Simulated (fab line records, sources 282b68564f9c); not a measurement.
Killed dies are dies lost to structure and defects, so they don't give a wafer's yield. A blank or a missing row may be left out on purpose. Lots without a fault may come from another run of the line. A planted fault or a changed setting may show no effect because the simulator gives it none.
fab line records | flow rit_cmos
record lots=6 wafers=18 last_day=8
route steps=202 shown M1@184
lots that met no fault: from a run of the same line without faults
start_h: hours from the record's first day to the start of the lot's first wafer shown | wait_h: hours since the lot's step before | " the same as in the row above | L1.1+2: a row that stands for several wafers | - no value, or no start given | * or withheld: withheld | < > ~ a bound
route shown NAME@n: a module of which the file shows steps, and the number in the route of the first | usual: mean/standard deviation of fault-free wafers | same: alike in all rows | chamber/n: place in a boat | sites: the reading at each site | _std_site: their standard deviation | _edge_site: outer sites' mean less inner sites' | radius_mm: how far each site lies from the wafer's centre | mask NAME#n: copy n | behind: the tool/chamber that last shaped the wafer | hold: why the lot was held/for how many hours/how that ended | device: the transistor (n, p or np) that didn't switch | end of line: the same wafers' tests at the end of the route | a step without rows: its recipe alone | killed: dies lost to structure and defects at the first sort, not the wafer's yield | map: a wafer's dies, x killed, . not, _ none there
set.NAME: the setting as run; set.NAME@STEP: as run at that earlier step | model.NAME: the simulator's own value behind a step, which no gauge read
lots at some steps of the route; a table a step, a row a wafer
services: from which hour (start_h, from the record's first day; less than 0 if before it) a tool's chamber was out of use, for how many hours, and why
## steps
# step RIT_M1_SPUTTER_00
# recipe material=Al target_thk_nm=400 power_w=2000 chamber_pressure_pa=0.4 gas=Ar time_s=500 substrate_temp_c=25
# usual throttle_valve_pct=29.8/0.99
# columns lot.wafer tool chamber start_h wait_h throttle_valve_pct
L692.3 pvd_sputter-04 - 64.50 0.0 30.3
L692.4 " - " " 30.3
L692.6 " - " " 30.1
L697.1 pvd_sputter-03 - 89.66 0.0 28.0
L697.3 " - " " 29.7
L697.5 " - " " 28.1
L702.3 pvd_sputter-03 - 119.42 0.0 27.8
L702.4 " - " " 28.5
L702.5 " - " " 30.8
L704.2 pvd_sputter-04 - 124.38 0.0 29.4
L704.3 " - " " 30.5
L704.5 " - " " 29.8
L709.1 pvd_sputter-04 - 157.00 0.0 29.9
L709.3 " - " " 29.7
L709.5 " - " " 29.9
L713.2 pvd_sputter-01 - 184.55 0.0 28.1
L713.3 " - " " 31.2
L713.5 " - " " 31.6
# step RIT_M1_RS_MEAS_01
# recipe thk_meas_gauge=four-point-probe reads=Al_of_M1_SPUTTER_00
# usual M1_AL_RS=0.0735/0.00081
# columns lot.wafer tool chamber start_h wait_h M1_AL_RS[ohm/sq]
L692.3 film_metro-04 - 64.85 0.2 0.0734
L692.4 " - " " 0.0743
L692.6 " - " " 0.0732
L697.1 film_metro-02 - 89.95 0.1 0.0736
L697.3 " - " " 0.0740
L697.5 " - " " 0.0738
L702.3 film_metro-01 - 119.75 0.2 0.0724
L702.4 " - " " 0.0729
L702.5 " - " " 0.0725
L704.2 film_metro-04 - 124.69 0.2 0.0742
L704.3 " - " " 0.0733
L704.5 " - " " 0.0745
L709.1 film_metro-04 - 157.30 0.1 0.0744
L709.3 " - " " 0.0741
L709.5 " - " " 0.0740
L713.2 film_metro-02 - 184.86 0.2 0.0727
L713.3 " - " " 0.0736
L713.5 " - " " 0.0734
# step RIT_M1_THK_MEAS_02
# recipe thk_meas_gauge=xrf reads=Al_of_M1_SPUTTER_00
# usual M1_AL_THK=401/5.6
# columns lot.wafer tool chamber start_h wait_h M1_AL_THK[nm]
L692.3 film_metro-04 - 64.95 0.1 401
L692.4 " - " " 398
L692.6 " - " " 402
L697.1 film_metro-02 - 90.07 0.1 397
L697.3 " - " " 400
L697.5 " - " " 397
L702.3 film_metro-01 - 119.85 0.1 409
L702.4 " - " " 408
L702.5 " - " " 407
L704.2 film_metro-04 - 124.80 0.1 397
L704.3 " - " " 400
L704.5 " - " " 394
L709.1 film_metro-04 - 157.42 0.1 395
L709.3 " - " " 395
L709.5 " - " " 397
L713.2 film_metro-02 - 184.97 0.1 406
L713.3 " - " " 396
L713.5 " - " " 399
# step RIT_M1_HMDS_03
# recipe prime_time_s=60 prime_temp_c=140
# step RIT_M1_COAT_04
# recipe resist=NOVOLAK spin_rpm=2000 resist_thk_nm=1310
# step RIT_M1_SOFTBAKE_05
# recipe resist=NOVOLAK temp_c=90 time_s=60
# step RIT_M1_EXPOSE_06
# recipe mask_id=M12 na=0.6 source_shape=conventional sigma_outer=0.5 target_cd_nm=2600 dose_mj=250
# step RIT_M1_PEB_07
# recipe resist=NOVOLAK temp_c=withheld time_s=withheld
# step RIT_M1_DEVELOP_08
# recipe resist=NOVOLAK develop_time_s=70.86 dev_temp_c=23
# step RIT_M1_CD_MEAS_09
# recipe target_cd_nm=2600
# usual cd_nm=2600.6/2.6
# columns lot.wafer tool chamber start_h wait_h cd_nm
L692.3 cd_sem-02 - 66.04 - 2600.6
L692.4 " - " " 2600.5
L692.6 " - " " 2598.6
L697.1 cd_sem-01 - 91.01 - 2598.6
L697.3 " - " " 2598.7
L697.5 " - " " 2596.6
L702.3 cd_sem-01 - 120.81 - 2602.0
L702.4 " - " " 2602.7
L702.5 " - " " 2600.6
L704.2 cd_sem-02 - 125.88 - 2600.3
L704.3 " - " " 2603.2
L704.5 " - " " 2601.5
L709.1 cd_sem-02 - 158.36 - 2600.3
L709.3 " - " " 2599.9
L709.5 " - " " 2599.5
L713.2 cd_sem-01 - 186.05 - 2606.0
L713.3 " - " " 2607.3
L713.5 " - " " 2606.8
# step RIT_M1_OVL_MEAS_10
# usual M1_OVL=-1.2/1.4
# columns lot.wafer tool chamber start_h wait_h M1_OVL[nm]
L692.3 overlay-02 - 66.13 0.1 -1.1
L692.4 " - " " -0.6
L692.6 " - " " -1.0
L697.1 overlay-01 - 91.13 0.1 -3.7
L697.3 " - " " -1.9
L697.5 " - " " -1.8
L702.3 overlay-01 - 120.90 0.1 -2.3
L702.4 " - " " -2.1
L702.5 " - " " -0.4
L704.2 overlay-02 - 125.98 0.1 -3.7
L704.3 " - " " -3.4
L704.5 " - " " -3.3
L709.1 overlay-02 - 158.48 0.1 0.6
L709.3 " - " " 2.2
L709.5 " - " " 0.0
L713.2 overlay-02 - 186.16 0.1 -0.3
L713.3 " - " " 0.0
L713.5 " - " " 1.1
# step RIT_M1_HARDBAKE_11
# recipe resist=NOVOLAK temp_c=140 time_s=120
# step RIT_M1_METAL_ETCH_12
# recipe stop_on=SiO2 chemistry=Cl2/BCl3 target=Al time_s=165 over_etch_frac=0.5 pressure_mtorr=100 target_depth_a=6000 rf_w=250 Cl2_flow_sccm=60 bcl3_flow_sccm=50
# usual drypump_motor_current_A=5.7/0.44 oes_product_au=0.769/0.011 run_length_s=193.5/0.41 throttle_valve_pct=8.24/0.11
# same over_etch_frac=0.5
# columns lot.wafer tool chamber start_h wait_h drypump_motor_current_A oes_product_au rf_hours_counter_h run_length_s throttle_valve_pct model.NOVOLAK_of_M1_COAT_04.thk_nm
L692.3 rie_metal-04 1 66.46 0.2 5.5 0.774 - 193.7 8.29 810.9
L692.4 " 0 " " 5.7 0.771 - 193.1 8.30 808.4
L692.6 " 1 " " 5.5 0.777 - 193.1 8.29 814.9
L697.1 rie_metal-01 0 91.58 0.2 5.9 0.764 1 193.2 8.03 827.3
L697.3 " 0 " " 5.8 0.759 - 193.1 8.04 826
L697.5 " 0 " " 5.8 0.754 - 193.3 8.07 827.7
L702.3 rie_metal-03 0 121.23 0.2 5.3 0.775 - 194.2 8.36 821.9
L702.4 " 1 " " 5.5 0.775 - 192.9 8.25 821.5
L702.5 " 0 " " 5.3 0.764 - 194.0 8.35 820.2
L704.2 rie_metal-04 0 126.26 0.2 5.7 0.837 38 181.3 8.30 839.5
L704.3 " 0 " " 5.7 0.845 - 181.7 8.27 836.9
L704.5 " 1 " " 5.5 0.772 - 193.4 8.29 809.7
L709.1 rie_metal-04 0 158.88 0.2 5.7 0.848 0 181.9 8.28 844.7
L709.3 " 0 " " 5.7 0.843 - 181.3 8.27 842.4
L709.5 " 1 " " 5.5 0.755 - 193.1 8.30 802.9
L713.2 rie_metal-03 0 186.44 0.2 5.3 0.763 4 194.2 8.36 821.5
L713.3 " 0 " " 5.3 0.775 - 193.9 8.36 819
L713.5 " 0 " " 5.3 0.756 - 193.8 8.38 821.5
# step RIT_M1_STRIP_13
# recipe chemistry=nmp resist=NOVOLAK temp_c=80 time_s=600 dry=n2_spin
# step RIT_M1_PROBE_99
# usual defect_limited_yield=97.4/1.1 killed_at_contacts=0.1/0.24 killed_at_front_end=6.7/2.9 killed_dies=6.8/2.9 killed_open=3.5/2 killed_short=3.2/1.9 sort_bin_3_pad_short=0.1/0.22 sort_bin_5_function=1.4/0.82 sort_bin_6_memory=1.0/0.64 sort_n_pass=257.2/2.9 sort_yield_pct=97.4/1.1
# same gross_dies=264 killed_at_M0_to_M3=0 killed_at_M4_up=0 killed_at_back_side=0 killed_at_other=0
# columns lot.wafer tool chamber start_h wait_h defect_limited_yield[%] killed_at_contacts killed_at_front_end killed_dies killed_open killed_short sort_bin_3_pad_short[%] sort_bin_5_function[%] sort_bin_6_memory[%] sort_n_pass sort_yield_pct[%]
L692.3 prober-01 - 68.76 0.2 98.1 0 5 5 2 3 0.4 0.8 0.8 259.0 98.1
L692.4 prober-01 - 68.81 0.2 96.2 0 10 10 1 8 0 3.0 0.8 254.0 96.2
L692.6 prober-01 - 68.91 0.2 98.5 0 4 4 2 2 0 0.4 1.1 260.0 98.5
L697.1 prober-02 - 93.83 0.1 96.2 0 10 10 5 5 0.4 2.3 1.1 254.0 96.2
L697.3 prober-02 - 93.93 0.2 97.7 0 6 6 4 2 0 1.9 0.4 258.0 97.7
L697.5 prober-02 - 94.03 0.2 97.7 0 6 6 4 2 0 1.5 0.8 258.0 97.7
L702.3 prober-01 - 123.53 0.2 96.2 0 10 10 5 5 0.4 1.1 2.3 254.0 96.2
L702.4 prober-01 - 123.58 0.2 97.0 1 7 8 4 4 0 3.0 0 256.0 97.0
L702.5 prober-01 - 123.63 0.2 97.0 0 8 8 4 4 0 2.3 0.8 256.0 97.0
L709.1 prober-02 - 161.13 0.1 95.8 1 10 11 5 6 0.4 1.5 2.3 253.0 95.8
L709.3 prober-02 - 161.23 0.2 95.8 0 11 11 5 6 0 2.3 1.9 253.0 95.8
L709.5 prober-02 - 161.33 0.2 97.3 0 7 7 5 2 0 1.1 1.5 257.0 97.3
L713.2 prober-02 - 188.74 0.1 98.5 0 4 4 3 1 0 1.5 0 260.0 98.5
L713.3 prober-02 - 188.79 0.2 97.3 0 7 7 4 3 0.4 0.8 1.5 257.0 97.3
L713.5 prober-02 - 188.89 0.2 97.7 0 6 6 5 1 0 1.1 1.1 258.0 97.7
# killed by level:class
L692.3 GATE:geometric_particle:short=3 GATE:geometric_particle:open=1 REOX:geometric_particle:open=1
L692.4 GATE:geometric_particle:short=6 ACTIVE:geometric_particle:short=1 REOX:geometric_particle:open=1 REOX:geometric_particle:short=1 PWELL:coat_microbubble_printed=1
L692.6 GATE:geometric_particle:short=1 GATE:geometric_particle:open=1 SPACER:geometric_particle:short=1 SPACER:geometric_particle:open=1
L697.1 GATE:geometric_particle:short=3 GATE:geometric_particle:open=2 REOX:geometric_particle:open=2 FOX2:geometric_particle:short=1 SPACER:geometric_particle:open=1 SPACER:geometric_particle:short=1
L697.3 FOX1:geometric_particle:short=1 FOX2:geometric_particle:open=1 GATE:geometric_particle:open=1 SPACER:geometric_particle:short=1 SPACER:geometric_particle:open=1 SILICIDE:geometric_particle:open=1
L697.5 GATE:geometric_particle:open=2 FOX1:geometric_particle:short=1 FOX2:geometric_particle:short=1 FOX2:geometric_particle:open=1 SILICIDE:geometric_particle:open=1
L702.3 GATE:geometric_particle:open=3 FOX1:geometric_particle:short=2 GATE:geometric_particle:short=1 REOX:geometric_particle:short=1 REOX:geometric_particle:open=1 SPACER:geometric_particle:open=1 SILICIDE:geometric_particle:short=1
L702.4 GATE:geometric_particle:open=3 GATE:geometric_particle:short=2 SPACER:geometric_particle:open=1 SILICIDE:geometric_particle:short=1 CONTACT:geometric_particle:short=1
L702.5 REOX:geometric_particle:open=2 FOX1:geometric_particle:short=1 FOX1:geometric_particle:open=1 GATE:geometric_particle:short=1 REOX:geometric_particle:short=1 SPACER:geometric_particle:open=1 SPACER:geometric_particle:short=1
L709.1 GATE:geometric_particle:short=4 FOX1:geometric_particle:open=2 FOX2:geometric_particle:open=1 SPACER:geometric_particle:open=1 SILICIDE:geometric_particle:short=1 SILICIDE:geometric_particle:open=1 CONTACT:geometric_particle:short=1
L709.3 FOX1:geometric_particle:open=2 FOX1:geometric_particle:short=2 FOX2:geometric_particle:open=2 GATE:geometric_particle:short=2 FOX2:geometric_particle:short=1 GATE:geometric_particle:open=1 SILICIDE:geometric_particle:short=1
L709.5 GATE:geometric_particle:open=4 SPACER:geometric_particle:short=2 REOX:geometric_particle:open=1
L713.2 SPACER:geometric_particle:open=2 FOX1:geometric_particle:open=1 REOX:geometric_particle:short=1
L713.3 SILICIDE:geometric_particle:open=2 FOX1:geometric_particle:open=1 FOX1:geometric_particle:short=1 FOX2:geometric_particle:short=1 GATE:geometric_particle:short=1 GATE:geometric_particle:open=1
L713.5 GATE:geometric_particle:open=3 FOX1:geometric_particle:open=1 FOX2:geometric_particle:open=1 SILICIDE:geometric_particle:short=1
## services
# columns tool chamber start_h hours kind
rie_metal-04 - 114.25 2.8 pm
pvd_sputter-01 - 133.75 11.7 repair
rie_metal-04 1 134.47 6.9 repair
rie_metal-04 - 136.12 20.0 pm
rie_metal-04 0 136.12 20.0 vent_cycle
rie_metal-04 1 136.12 20.0 vent_cycle
rie_metal-04 0 156.12 - clean
rie_metal-04 1 156.12 - clean
rie_metal-03 1 164.29 8.9 repair
## key
first_sign step=RIT_M1_METAL_ETCH_12 reading=run_length_s direction=down sigmas=29 usual=* struck=*
effect step=RIT_M1_METAL_ETCH_12 reading=oes_product_au direction=up sigmas=6.9 usual=0.769 struck=0.843
model_effect step=RIT_M1_METAL_ETCH_12 value=NOVOLAK_of_M1_COAT_04.thk_nm without=817.6 struck=840.9
met_at RIT_M1_METAL_ETCH_12
struck_wafers L704.2,L704.3,L709.1,L709.3
onset_between 66.46 126.26
fault kind=process_parameter_drift tool=rie_metal-04 chamber=0 onset_h=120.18 steps=RIT_M1_METAL_ETCH_12 channel=time_s offset=* shape=step end_h=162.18 stated=*
